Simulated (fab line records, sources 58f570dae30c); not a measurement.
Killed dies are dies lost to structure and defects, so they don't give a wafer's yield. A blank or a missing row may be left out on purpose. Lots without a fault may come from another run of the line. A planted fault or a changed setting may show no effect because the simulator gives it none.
Split-lot experiment | flow berkeley_cmos170 | 5 lots, 23 wafers read, on a route of 331 steps

THE SPLIT
At UCB170_V2_PEB_10, the setting peb_temp_c was moved away from the recipe's 130 C on 5 of the 23 wafers read, by -1.5% to +1.6%. The other wafers ran this setting at the recipe's value.

FROM THE SPLIT TO THE READING: what the file shows between them, 1 step
- UCB170_V2_DEVELOP_11: develop time 45 s

THE READING
cd_nm, in nm, at UCB170_V2_CD_MEAS_12 (target cd 700 nm). Fault-free wafers of this fab line usually give 699.3 nm, standard deviation 1.5 nm.

wafer  | tool, chamber at the split | peb_temp_c as run, C | against the recipe | cd_nm, nm | against lot-mates on the recipe
L074.1 | litho_track-01, 0          | 132.1                | +1.6%              | 716.1     | +14.3
L074.2 | litho_track-01, 0          | 130                  | recipe             | 701.6     | -
L074.3 | litho_track-01, 0          | 132.1                | +1.6%              | 714.4     | +12.6
L074.4 | litho_track-01, 0          | 130                  | recipe             | 701.2     | -
L074.6 | litho_track-01, 0          | 130                  | recipe             | 702.7     | -
L078.1 | litho_track-03, 0          | 130                  | recipe             | 700.3     | -
L078.2 | litho_track-03, 0          | 128                  | -1.5%              | 688.0     | -12.0
L078.3 | litho_track-03, 0          | 128                  | -1.5%              | 685.6     | -14.4
L078.4 | litho_track-03, 0          | 128                  | -1.5%              | 685.9     | -14.1
L078.6 | litho_track-03, 0          | 130                  | recipe             | 699.7     | -
L079.2 | litho_track-03, 0          | 130                  | recipe             | 699.1     | -
L079.3 | litho_track-03, 0          | 130                  | recipe             | 699.1     | -
L079.4 | litho_track-03, 0          | 130                  | recipe             | 699.3     | -
L079.5 | litho_track-03, 0          | 130                  | recipe             | 697.2     | -
L079.6 | litho_track-03, 0          | 130                  | recipe             | 699.2     | -
L084.2 | litho_track-01, 0          | 130                  | recipe             | 700.8     | -
L084.4 | litho_track-01, 0          | 130                  | recipe             | 699.5     | -
L084.5 | litho_track-01, 0          | 130                  | recipe             | 701.0     | -
L083.1 | litho_track-03, 0          | 130                  | recipe             | 697.8     | -
L083.3 | litho_track-03, 0          | 130                  | recipe             | 697.4     | -
L083.4 | litho_track-03, 0          | 130                  | recipe             | 697.6     | -
L083.5 | litho_track-03, 0          | 130                  | recipe             | 698.5     | -
L083.6 | litho_track-03, 0          | 130                  | recipe             | 697.8     | -

THE FIT
A straight line over all 23 wafers: cd_nm changes by +9.02 nm for each +1% of peb_temp_c; r = +0.97; the points scatter about the line by 1.6 nm.
The same after taking each lot's own level away (the mean of its wafers on the recipe; 23 wafers): +8.57 nm for each +1%; r = +0.99; scatter 0.75 nm.
On that fit, the largest move of peb_temp_c shifts the reading by 14 nm.
The lots' own levels span 697.82 to 701.83 nm, that is 2.7 times the standard deviation above.
So the lot-to-lot level changes the slope little: the two slopes agree.
Check: with one of the wafers moved furthest among these (+1.6%) left out of the fit, the line predicts +13.6 nm for it against its lot-mates. It came out at +14.3 nm against them.

OTHER SPLITS ON THESE WAFERS
These wafers also went through other splits before the reading. Each is held against what the fit with the lots' levels taken away leaves over:
other split on the same wafers | wafers away from the commonest value | r with cd_nm (lot level and that fit taken away)
UCB170_M1_COAT_04 spin_rpm     | 8                                    | +0.07
UCB170_M1_EXPOSE_06 dose_mj    | 6                                    | -0.15
UCB170_M2_SPUTTER_01 power_w   | 10                                   | +0.21
UCB170_M2_PEB_13 peb_temp_c    | 4                                    | +0.35

THE FILE'S OWN FIT
cd_nm changes by +8.52 nm for each +1% of peb_temp_c, r = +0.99.
